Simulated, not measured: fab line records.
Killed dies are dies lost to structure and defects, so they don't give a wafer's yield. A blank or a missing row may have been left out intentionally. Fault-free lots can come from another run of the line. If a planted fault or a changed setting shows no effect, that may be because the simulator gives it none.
fab line records	flow ritCmos	part 1 of 2: steps 1 to 29 of 40
[record] lots = 5	wafers = 15	lastDay = 6
route steps=202 shown SILICIDE@162 CONTACT@168 M1@184
lots with no fault: from the same line, run without faults
startH: start of the lot's first displayed wafer, in hours after the record's first day	waitH: how many hours have passed since the lot's step before this one	" repeats the value in the row above	L1.1+2: one row covering several wafers at once	- either no value or no given start	* or withheld: withheld	< > ~ a bound
route shown NAME@n: NAME is a module with steps in the file, n the number in the route of the first one	usual: mean/standard deviation taken from wafers without a fault	same: alike in all rows	chamber/n: place in a boat	sites: each site's reading	_std_site: standard deviation across them	_edge_site: mean of outer sites minus mean of inner sites	radiusMm: how far each site lies from the wafer's centre	mask NAME#n: copy n	behind: tool/chamber where the wafer was last shaped	hold: cause of the lot's hold/its duration in hours/its outcome	device: names the non-switching transistor (n, p or np)	end of line: the tests these same wafers got at the end of their route	a step given without rows: its recipe and nothing more	killed: dies that structure and defects cost at the first sort, which is not the same as the wafer's yield	map: per-die view of a wafer (x killed, . not killed, _ where there is no die)
set.NAME: the setting as run; set.NAME@STEP: as run at that earlier step	model.NAME: the simulator's own value behind a step, which no gauge read
lots at selected steps of the route; one table per step, one row per wafer
services: from which hour (startH, from the record's first day; less than 0 if before it) a tool's chamber was out of use, for how many hours, and why
[[steps]]
[step RIT_SILICIDE_SPUTTER_01]
[recipe] material = Ti	targetThkNm = 30	powerW = 350	chamberPressurePa = 0.667	gas = Ar	timeS = 240	substrateTempC = 25
[usual] throttleValvePct = 30.0/0.94
lot.wafer	tool	chamber	startH	waitH	throttleValvePct
L075.1	pvdSputter-01	-	54.60	0.0	28.9
L075.2	"	-	"	"	29.3
L075.4	"	-	"	"	31.3
L076.3	pvdSputter-02	-	59.80	0.0	31.5
L076.4	"	-	"	"	30.2
L076.6	"	-	"	"	30.0
L080.3	pvdSputter-02	-	82.00	0.0	31.5
L080.5	"	-	"	"	28.7
L080.6	"	-	"	"	30.3
L088.3	pvdSputter-02	-	123.92	0.0	28.9
L088.5	"	-	"	"	29.8
L088.6	"	-	"	"	30.3
L089.3	pvdSputter-01	-	125.54	0.0	29.5
L089.5	"	-	"	"	28.7
L089.6	"	-	"	"	31.1
[step RIT_SILICIDE_RS_MEAS_02]
[recipe] thkMeasGauge = four-point-probe	reads = Ti_of_SILICIDE_SPUTTER_01
[usual] SILICIDE_TI_RS = 48.0/0.64
lot.wafer	tool	chamber	startH	waitH	SILICIDE_TI_RS[ohm/sq]
L075.1	filmMetro-03	-	54.75	0.1	48.3
L075.2	"	-	"	"	48.8
L075.4	"	-	"	"	48.5
L076.3	filmMetro-01	-	59.99	0.1	46.6
L076.4	"	-	"	"	47.3
L076.6	"	-	"	"	47.2
L080.3	filmMetro-01	-	82.19	0.1	47.2
L080.5	"	-	"	"	47.4
L080.6	"	-	"	"	48.4
L088.3	filmMetro-02	-	124.11	0.1	47.2
L088.5	"	-	"	"	48.0
L088.6	"	-	"	"	46.8
L089.3	filmMetro-01	-	125.73	0.1	47.1
L089.5	"	-	"	"	47.3
L089.6	"	-	"	"	47.6
[step RIT_SILICIDE_THK_MEAS_03]
[recipe] thkMeasGauge = xrf	reads = Ti_of_SILICIDE_SPUTTER_01
[usual] SILICIDE_TI_THK = 29.8/0.34
lot.wafer	tool	chamber	startH	waitH	SILICIDE_TI_THK[nm]
L075.1	filmMetro-03	-	54.87	0.1	29.6
L075.2	"	-	"	"	29.6
L075.4	"	-	"	"	29.5
L076.3	filmMetro-01	-	60.09	0.1	30.7
L076.4	"	-	"	"	30.3
L076.6	"	-	"	"	30.3
L080.3	filmMetro-01	-	82.29	0.1	30.4
L080.5	"	-	"	"	30.2
L080.6	"	-	"	"	29.6
L088.3	filmMetro-02	-	124.21	0.1	30.3
L088.5	"	-	"	"	29.8
L088.6	"	-	"	"	30.4
L089.3	filmMetro-01	-	125.83	0.1	30.2
L089.5	"	-	"	"	30.2
L089.6	"	-	"	"	30.1
[step RIT_SILICIDE_RTA_04]
[recipe] tempC = 650	timeS = 10	idleTempC = 25	rampUpS = 5	rampDownS = 5	coolToC = 25	ambient = N2
[usual] wafer_temp_C_max = 653.3/0.63
lot.wafer	tool	chamber	startH	waitH	wafer_temp_C_max
L075.1	rtpAnneal-01	0	54.93	0.1	653.0
L075.2	"	0	"	"	653.9
L075.4	"	0	"	"	653.1
L076.3	rtpAnneal-02	0	60.15	0.1	652.8
L076.4	"	0	"	"	654.2
L076.6	"	0	"	"	653.9
L080.3	rtpAnneal-02	0	82.35	0.1	652.0
L080.5	"	0	"	"	653.5
L080.6	"	0	"	"	652.5
L088.3	rtpAnneal-02	0	124.28	0.1	652.6
L088.5	"	0	"	"	653.1
L088.6	"	0	"	"	652.7
L089.3	rtpAnneal-01	0	125.89	0.1	653.1
L089.5	"	0	"	"	654.0
L089.6	"	0	"	"	653.9
[step RIT_SILICIDE_WET_ETCH_05]
[recipe] chemistry = SPM	target = Ti	tempC = 90	timeS = 120	dry = n2Spin
[usual] bathGuardTempC = 89.9/0.61
lot.wafer	tool	chamber	startH	waitH	bathGuardTempC
L075.1	wetBench-03	2	55.00	0.1	90.0
L075.2	"	2	"	"	89.7
L075.4	"	2	"	"	89.9
L076.3	wetBench-01	0	60.19	0.0	88.8
L076.4	"	0	"	"	89.4
L076.6	"	0	"	"	88.5
L080.3	wetBench-01	1	82.40	0.0	89.9
L080.5	"	1	"	"	89.7
L080.6	"	1	"	"	89.8
L088.3	wetBench-01	2	124.32	0.0	90.3
L088.5	"	2	"	"	90.6
L088.6	"	2	"	"	90.5
L089.3	wetBench-04	1	125.94	0.0	90.6
L089.5	"	1	"	"	90.4
L089.6	"	1	"	"	90.4
[step RIT_SILICIDE_RTA_06]
[recipe] tempC = 750	timeS = 10	idleTempC = 25	rampUpS = 5	rampDownS = 10	coolToC = 25	ambient = N2
[usual] wafer_temp_C_max = 753.8/0.79
lot.wafer	tool	chamber	startH	waitH	wafer_temp_C_max
L075.1	rtpAnneal-02	0	55.04	0.0	753.0
L075.2	"	0	"	"	753.7
L075.4	"	0	"	"	753.1
L076.3	rtpAnneal-01	0	60.26	0.0	754.4
L076.4	"	0	"	"	754.1
L076.6	"	0	"	"	753.7
L080.3	rtpAnneal-01	0	82.46	0.0	753.7
L080.5	"	0	"	"	754.8
L080.6	"	0	"	"	753.6
L088.3	rtpAnneal-01	0	124.39	0.0	754.2
L088.5	"	0	"	"	755.2
L088.6	"	0	"	"	754.3
L089.3	rtpAnneal-02	0	126.00	0.0	754.9
L089.5	"	0	"	"	754.1
L089.6	"	0	"	"	752.7
[step RIT_CONTACT_CVD_00]
[recipe] material = SiO2	targetThkNm = 400	precursor = TEOS	tempC = 390	timeS = 61	rfW = 400
[usual] heaterPowerW = 291/46
lot.wafer	tool	chamber	startH	waitH	heaterPowerW
L075.1	pecvd-03	1	55.11	0.1	367
L075.2	"	0	"	"	288
L075.4	"	2	"	"	359
L076.3	pecvd-02	1	60.30	0.0	225
L076.4	"	1	"	"	232
L076.6	"	2	"	"	323
L080.3	pecvd-04	1	82.51	0.0	300
L080.5	"	1	"	"	309
L080.6	"	0	"	"	250
L088.3	pecvd-03	2	124.43	0.0	320
L088.5	"	2	"	"	337
L088.6	"	1	"	"	341
L089.3	pecvd-04	1	126.04	0.0	262
L089.5	"	1	"	"	283
L089.6	"	0	"	"	229
[step RIT_CONTACT_THK_MEAS_01]
[recipe] reads = SiO2_of_CONTACT_CVD_00
[usual] CONTACT_TEOS_THK = 399/4.2
lot.wafer	tool	chamber	startH	waitH	CONTACT_TEOS_THK[nm]
L075.1	filmMetro-02	-	55.16	0.0	397
L075.2	"	-	"	"	400
L075.4	"	-	"	"	397
L076.3	filmMetro-02	-	60.37	0.0	397
L076.4	"	-	"	"	400
L076.6	"	-	"	"	401
L080.3	filmMetro-04	-	82.58	0.0	398
L080.5	"	-	"	"	406
L080.6	"	-	"	"	398
L088.3	filmMetro-01	-	124.50	0.0	391
L088.5	"	-	"	"	396
L088.6	"	-	"	"	401
L089.3	filmMetro-02	-	126.11	0.0	392
L089.5	"	-	"	"	398
L089.6	"	-	"	"	394
[step RIT_CONTACT_HMDS_02]
[recipe] primeTimeS = 60	primeTempC = 140
[same] primeTimeS = 60
lot.wafer	tool	chamber	startH	waitH
L075.1+2+4	lithoTrack-01	0	55.22	0.1
L076.3+4+6	lithoTrack-01	0	60.46	0.1
L080.3+5+6	lithoTrack-01	0	82.67	0.1
L088.3+5+6	lithoTrack-02	0	124.59	0.1
L089.3+5+6	lithoTrack-03	0	126.20	0.1
[step RIT_CONTACT_COAT_03]
[recipe] resist = NOVOLAK	spinRpm = 3250	resistThkNm = 1000
lot.wafer	tool	chamber	startH	waitH
L075.1+2+4	lithoTrack-01	0	55.37	0.1
L076.3+4+6	lithoTrack-01	0	60.61	0.1
L080.3+5+6	lithoTrack-01	0	82.82	0.1
L088.3+5+6	lithoTrack-02	0	124.74	0.1
L089.3+5+6	lithoTrack-03	0	126.35	0.1
[step RIT_CONTACT_SOFTBAKE_04]
[recipe] resist = NOVOLAK	tempC = 90	timeS = 60
lot.wafer	tool	chamber	startH	waitH
L075.1+2+4	lithoTrack-01	0	55.52	0.1
L076.3+4+6	lithoTrack-01	0	60.76	0.1
L080.3+5+6	lithoTrack-01	0	82.97	0.1
L088.3+5+6	lithoTrack-02	0	124.89	0.1
L089.3+5+6	lithoTrack-03	0	126.50	0.1
[step RIT_CONTACT_EXPOSE_05]
[recipe] maskId = M11	na = 0.6	sourceShape = conventional	sigmaOuter = 0.5	targetCdNm = 1000	doseMj = 250
[usual] reticleTempC = 23.01/0.1
lot.wafer	tool	chamber	startH	waitH	mask	reticleTempC
L075.1	ilineStepper-01	0	55.79	0.2	M11#0	22.98
L075.2	"	0	"	"	M11#0	22.81
L075.4	"	0	"	"	M11#0	22.90
L076.3	ilineStepper-01	0	60.90	0.1	M11#0	22.95
L076.4	"	0	"	"	M11#0	22.94
L076.6	"	0	"	"	M11#0	22.98
L080.3	ilineStepper-01	0	83.11	0.1	M11#0	22.95
L080.5	"	0	"	"	M11#0	23.03
L080.6	"	0	"	"	M11#0	23.00
L088.3	ilineStepper-02	0	125.03	0.1	M11#0	23.21
L088.5	"	0	"	"	M11#0	23.16
L088.6	"	0	"	"	M11#0	23.26
L089.3	ilineStepper-01	0	126.77	0.2	M11#0	22.94
L089.5	"	0	"	"	M11#0	23.02
L089.6	"	0	"	"	M11#0	23.04
[step RIT_CONTACT_PEB_06]
[recipe] resist = NOVOLAK	tempC = withheld	timeS = withheld
lot.wafer	tool	chamber	startH	waitH
L075.1+2+4	lithoTrack-01	0	55.91	0.1
L076.3+4+6	lithoTrack-03	0	61.03	0.1
L080.3+5+6	lithoTrack-03	0	83.23	0.1
L088.3+5+6	lithoTrack-03	0	125.16	0.1
L089.3+5+6	lithoTrack-03	0	126.90	0.1
[step RIT_CONTACT_DEVELOP_07]
[recipe] resist = NOVOLAK	developTimeS = 120	devTempC = 23
lot.wafer	tool	chamber	startH	waitH
L075.1+2+4	lithoTrack-01	0	-	-
L076.3+4+6	lithoTrack-03	0	-	-
L080.3+5+6	lithoTrack-03	0	-	-
L088.3+5+6	lithoTrack-03	0	-	-
L089.3+5+6	lithoTrack-03	0	-	-
[step RIT_CONTACT_CD_MEAS_08]
[recipe] targetCdNm = 1000
[usual] cdNm = 1000.1/1.9
lot.wafer	tool	chamber	startH	waitH	cdNm
L075.1	cdSem-02	-	56.31	-	998.5
L075.2	"	-	"	"	996.0
L075.4	"	-	"	"	997.0
L076.3	cdSem-02	-	61.42	-	997.1
L076.4	"	-	"	"	1000.5
L076.6	"	-	"	"	1000.4
L080.3	cdSem-01	-	83.62	-	1000.2
L080.5	"	-	"	"	999.7
L080.6	"	-	"	"	997.2
L088.3	cdSem-02	-	125.55	-	1001.9
L088.5	"	-	"	"	1000.8
L088.6	"	-	"	"	999.5
L089.3	cdSem-02	-	127.29	-	1000.6
L089.5	"	-	"	"	999.9
L089.6	"	-	"	"	1000.0
[step RIT_CONTACT_OVL_MEAS_09]
[usual] CONTACT_OVL = -0.5/1.5
lot.wafer	tool	chamber	startH	waitH	CONTACT_OVL[nm]
L075.1	overlay-01	-	56.43	0.1	0.2
L075.2	"	-	"	"	0.2
L075.4	"	-	"	"	0.9
L076.3	overlay-01	-	61.51	0.1	0.7
L076.4	"	-	"	"	2.7
L076.6	"	-	"	"	1.2
L080.3	overlay-02	-	83.72	0.1	-0.5
L080.5	"	-	"	"	-0.1
L080.6	"	-	"	"	0.1
L088.3	overlay-01	-	125.64	0.1	-1.8
L088.5	"	-	"	"	-2.0
L088.6	"	-	"	"	-1.2
L089.3	overlay-01	-	127.38	0.1	-0.6
L089.5	"	-	"	"	-1.1
L089.6	"	-	"	"	0.9
[step RIT_CONTACT_HARDBAKE_10]
[recipe] resist = NOVOLAK	tempC = 140	timeS = 60
lot.wafer	tool	chamber	startH	waitH
L075.1+2+4	lithoTrack-02	0	56.58	0.1
L076.3+4+6	lithoTrack-03	0	61.58	0.1
L080.3+5+6	lithoTrack-01	0	83.79	0.1
L088.3+5+6	lithoTrack-03	0	125.72	0.1
L089.3+5+6	lithoTrack-02	0	127.50	0.1
[step RIT_CONTACT_ETCH_11]
[recipe] targetDepthA = 4800	overEtchFrac = 0.2	stopOn = TiSi2	chemistry = CHF3/CF4/Ar	target = SiO2	CHF3_flow_sccm = 50	cf4FlowSccm = 10	Ar_flow_sccm = 100	O2_flow_sccm = 5	pressureMtorr = 100	rfW = 200	timeS = 320
[usual] chamberPressureMTorr = 99.98/0.11	drypumpMotorCurrentA = 5.8/0.49	oesProductAu = 0.989/0.015	throttleValvePct = 8.84/0.12
lot.wafer	tool	chamber	startH	waitH	chamberPressureMTorr	drypumpMotorCurrentA	oesProductAu	rfHoursCounterH	throttleValvePct
L075.1	rieDiel-03	2	56.73	0.1	99.82	5.8	0.978	6	8.79
L075.2	"	0	"	"	100.10	6.1	0.990	90	8.88
L075.4	"	3	"	"	100.05	5.8	0.983	-	8.74
L076.3	rieDiel-04	2	61.68	0.1	100.03	5.3	0.962	86	8.77
L076.4	"	1	"	"	100.14	5.0	0.990	-	8.74
L076.6	"	3	"	"	99.97	5.6	1.013	-	9.02
L080.3	rieDiel-02	1	83.89	0.1	99.92	6.8	1.009	0	9.07
L080.5	"	2	"	"	99.98	6.0	0.989	-	8.76
L080.6	"	3	"	"	99.89	5.9	0.993	-	8.82
L088.3	rieDiel-04	1	125.82	0.1	100.00	5.1	0.986	38	8.72
L088.5	"	0	"	"	100.17	6.5	0.981	-	8.69
L088.6	"	1	"	"	100.15	5.1	0.997	-	8.73
L089.3	rieDiel-03	1	127.60	0.1	100.14	6.2	0.997	1	9.01
L089.5	"	0	"	"	99.96	6.1	0.991	-	8.87
L089.6	"	1	"	"	100.04	6.2	0.990	-	9.03
[step RIT_CONTACT_STRIP_12]
[recipe] chemistry = O2	timeS = 180	resist = NOVOLAK	platenTempC = withheld	powerW = 500	pressureMtorr = 4000	o2FlowSccm = 4000
[usual] chamberPressureMTorr = 4000/3.7	drypumpMotorCurrentA = 5.8/0.5
lot.wafer	tool	chamber	startH	waitH	chamberPressureMTorr	drypumpMotorCurrentA	rfHoursCounterH
L075.1	plasmaAsher-02	1	56.93	0.1	3998	5.7	39
L075.2	"	0	"	"	4001	5.5	39
L075.4	"	0	"	"	4003	5.5	-
L076.3	plasmaAsher-01	0	61.94	0.2	4006	5.3	-
L076.4	"	1	"	"	3996	6.3	-
L076.6	"	1	"	"	3996	6.3	-
L080.3	plasmaAsher-03	0	84.14	0.2	4003	6.7	-
L080.5	"	0	"	"	3997	6.7	-
L080.6	"	1	"	"	4001	5.5	-
L088.3	plasmaAsher-03	1	126.07	0.2	3999	5.5	-
L088.5	"	0	"	"	3996	6.7	-
L088.6	"	1	"	"	4002	5.5	-
L089.3	plasmaAsher-02	0	127.85	0.2	4004	5.5	-
L089.5	"	1	"	"	3998	5.7	-
L089.6	"	0	"	"	4001	5.4	-
[step RIT_CONTACT_CD_MEAS_90]
[recipe] targetCdNm = 1000
[usual] cdNm = 1000.1/1.9
lot.wafer	tool	chamber	startH	waitH	cdNm
L075.1	cdSem-01	-	57.10	0.1	998.1
L075.2	"	-	"	"	995.9
L075.4	"	-	"	"	996.7
L076.3	cdSem-01	-	62.09	0.1	997.0
L076.4	"	-	"	"	999.9
L076.6	"	-	"	"	1000.0
L080.3	cdSem-01	-	84.30	0.1	999.9
L080.5	"	-	"	"	999.3
L080.6	"	-	"	"	997.4
L088.3	cdSem-01	-	126.23	0.1	1002.0
L088.5	"	-	"	"	1000.5
L088.6	"	-	"	"	999.3
L089.3	cdSem-01	-	128.01	0.1	1000.5
L089.5	"	-	"	"	999.6
L089.6	"	-	"	"	999.6
[step RIT_CONTACT_CLEAN_13]
[recipe] chemistry = SC1	mix = 3:3:50	timeS = 600	tempC = 75
[usual] bathGuardTempC = 75.2/0.81
lot.wafer	tool	chamber	startH	waitH	bathGuardTempC
L075.1	wetBench-01	0	57.22	0.1	74.0
L075.2	"	0	"	"	74.3
L075.4	"	0	"	"	74.2
L076.3	wetBench-02	1	62.17	0.1	76.4
L076.4	"	1	"	"	76.3
L076.6	"	1	"	"	76.4
L080.3	wetBench-01	1	84.38	0.1	75.1
L080.5	"	1	"	"	74.5
L080.6	"	1	"	"	74.6
L088.3	wetBench-02	0	126.31	0.1	75.9
L088.5	"	0	"	"	76.0
L088.6	"	0	"	"	76.0
L089.3	wetBench-04	1	128.09	0.1	75.2
L089.5	"	1	"	"	75.1
L089.6	"	1	"	"	75.7
[step RIT_CONTACT_CLEAN_14]
[recipe] chemistry = SC2	mix = 3:3:50	timeS = 600	tempC = 75	dry = n2Spin
[usual] bathGuardTempC = 75.2/0.65
lot.wafer	tool	chamber	startH	waitH	bathGuardTempC
L075.1	wetBench-04	0	57.40	0.0	74.4
L075.2	"	0	"	"	74.8
L075.4	"	0	"	"	74.5
L076.3	wetBench-01	2	62.37	0.0	75.1
L076.4	"	2	"	"	75.7
L076.6	"	2	"	"	75.4
L080.3	wetBench-04	0	84.59	0.0	74.7
L080.5	"	0	"	"	74.6
L080.6	"	0	"	"	74.6
L088.3	wetBench-01	2	126.50	0.0	75.5
L088.5	"	2	"	"	75.1
L088.6	"	2	"	"	75.4
L089.3	wetBench-02	1	128.26	0.0	76.1
L089.5	"	1	"	"	76.4
L089.6	"	1	"	"	76.2
[step RIT_M1_SPUTTER_00]
[recipe] material = Al	targetThkNm = 400	powerW = 2000	chamberPressurePa = 0.4	gas = Ar	timeS = 500	substrateTempC = 25
[usual] throttleValvePct = 29.5/0.85
lot.wafer	tool	chamber	startH	waitH	throttleValvePct
L075.1	pvdSputter-04	-	57.59	0.0	30.1
L075.2	"	-	"	"	29.1
L075.4	"	-	"	"	28.9
L076.3	pvdSputter-01	-	62.54	0.0	28.8
L076.4	"	-	"	"	31.1
L076.6	"	-	"	"	28.9
L080.3	pvdSputter-01	-	84.76	0.0	30.4
L080.5	"	-	"	"	29.0
L080.6	"	-	"	"	30.4
L088.3	pvdSputter-04	-	126.69	0.0	28.9
L088.5	"	-	"	"	30.2
L088.6	"	-	"	"	31.3
L089.3	pvdSputter-03	-	128.45	0.0	29.1
L089.5	"	-	"	"	28.4
L089.6	"	-	"	"	29.0
[step RIT_M1_RS_MEAS_01]
[recipe] thkMeasGauge = four-point-probe	reads = Al_of_M1_SPUTTER_00
[usual] M1_AL_RS = 0.0735/0.00072
lot.wafer	tool	chamber	startH	waitH	M1_AL_RS[ohm/sq]
L075.1	filmMetro-02	-	57.88	0.1	0.0747
L075.2	"	-	"	"	0.0743
L075.4	"	-	"	"	0.0741
L076.3	filmMetro-04	-	62.87	0.2	0.0736
L076.4	"	-	"	"	0.0733
L076.6	"	-	"	"	0.0733
L080.3	filmMetro-02	-	85.10	0.2	0.0730
L080.5	"	-	"	"	0.0737
L080.6	"	-	"	"	0.0728
L088.3	filmMetro-03	-	127.02	0.2	0.0731
L088.5	"	-	"	"	0.0734
L088.6	"	-	"	"	0.0737
L089.3	filmMetro-03	-	128.79	0.2	0.0730
L089.5	"	-	"	"	0.0724
L089.6	"	-	"	"	0.0730
[step RIT_M1_THK_MEAS_02]
[recipe] thkMeasGauge = xrf	reads = Al_of_M1_SPUTTER_00
[usual] M1_AL_THK = 399/4.4
lot.wafer	tool	chamber	startH	waitH	M1_AL_THK[nm]
L075.1	filmMetro-02	-	58.00	0.1	389
L075.2	"	-	"	"	393
L075.4	"	-	"	"	397
L076.3	filmMetro-04	-	62.97	0.1	397
L076.4	"	-	"	"	401
L076.6	"	-	"	"	400
L080.3	filmMetro-02	-	85.20	0.1	401
L080.5	"	-	"	"	398
L080.6	"	-	"	"	404
L088.3	filmMetro-03	-	127.12	0.1	403
L088.5	"	-	"	"	403
L088.6	"	-	"	"	401
L089.3	filmMetro-03	-	128.89	0.1	404
L089.5	"	-	"	"	407
L089.6	"	-	"	"	406
[step RIT_M1_HMDS_03]
[recipe] primeTimeS = 60	primeTempC = 140
[same] primeTimeS = 60
lot.wafer	tool	chamber	startH	waitH
L075.1+2+4	lithoTrack-02	0	58.06	0.1
L076.3+4+6	lithoTrack-04	0	63.06	0.1
L080.3+5+6	lithoTrack-02	0	85.29	0.1
L088.3+5+6	lithoTrack-03	0	127.30	0.2
L089.3+5+6	lithoTrack-04	0	129.03	0.1
[step RIT_M1_COAT_04]
[recipe] resist = NOVOLAK	spinRpm = 2000	resistThkNm = 1300
lot.wafer	tool	chamber	startH	waitH
L075.1+2+4	lithoTrack-02	0	58.21	0.1
L076.3+4+6	lithoTrack-04	0	63.21	0.1
L080.3+5+6	lithoTrack-02	0	85.44	0.1
L088.3+5+6	lithoTrack-03	0	127.45	0.1
L089.3+5+6	lithoTrack-04	0	129.18	0.1
[step RIT_M1_SOFTBAKE_05]
[recipe] resist = NOVOLAK	tempC = 90	timeS = 60
lot.wafer	tool	chamber	startH	waitH
L075.1+2+4	lithoTrack-02	0	58.36	0.1
L076.3+4+6	lithoTrack-04	0	63.36	0.1
L080.3+5+6	lithoTrack-02	0	85.59	0.1
L088.3+5+6	lithoTrack-03	0	127.60	0.1
L089.3+5+6	lithoTrack-04	0	129.33	0.1
[step RIT_M1_EXPOSE_06]
[recipe] maskId = M12	na = 0.6	sourceShape = conventional	sigmaOuter = 0.5	targetCdNm = 2600	doseMj = 250
[usual] reticleTempC = 23.03/0.11
lot.wafer	tool	chamber	startH	waitH	mask	reticleTempC
L075.1	ilineStepper-01	0	58.51	0.1	M12#0	23.04
L075.2	"	0	"	"	M12#0	22.79
L075.4	"	0	"	"	M12#0	23.15
L076.3	ilineStepper-01	0	63.50	0.1	M12#0	22.97
L076.4	"	0	"	"	M12#0	23.15
L076.6	"	0	"	"	M12#0	23.09
L080.3	ilineStepper-02	0	85.73	0.1	M12#0	22.95
L080.5	"	0	"	"	M12#0	22.96
L080.6	"	0	"	"	M12#0	22.91
L088.3	ilineStepper-02	0	127.74	0.1	M12#0	23.24
L088.5	"	0	"	"	M12#0	23.05
L088.6	"	0	"	"	M12#0	23.03
L089.3	ilineStepper-01	0	129.59	0.2	M12#0	23.11
L089.5	"	0	"	"	M12#0	23.01
L089.6	"	0	"	"	M12#0	23.08
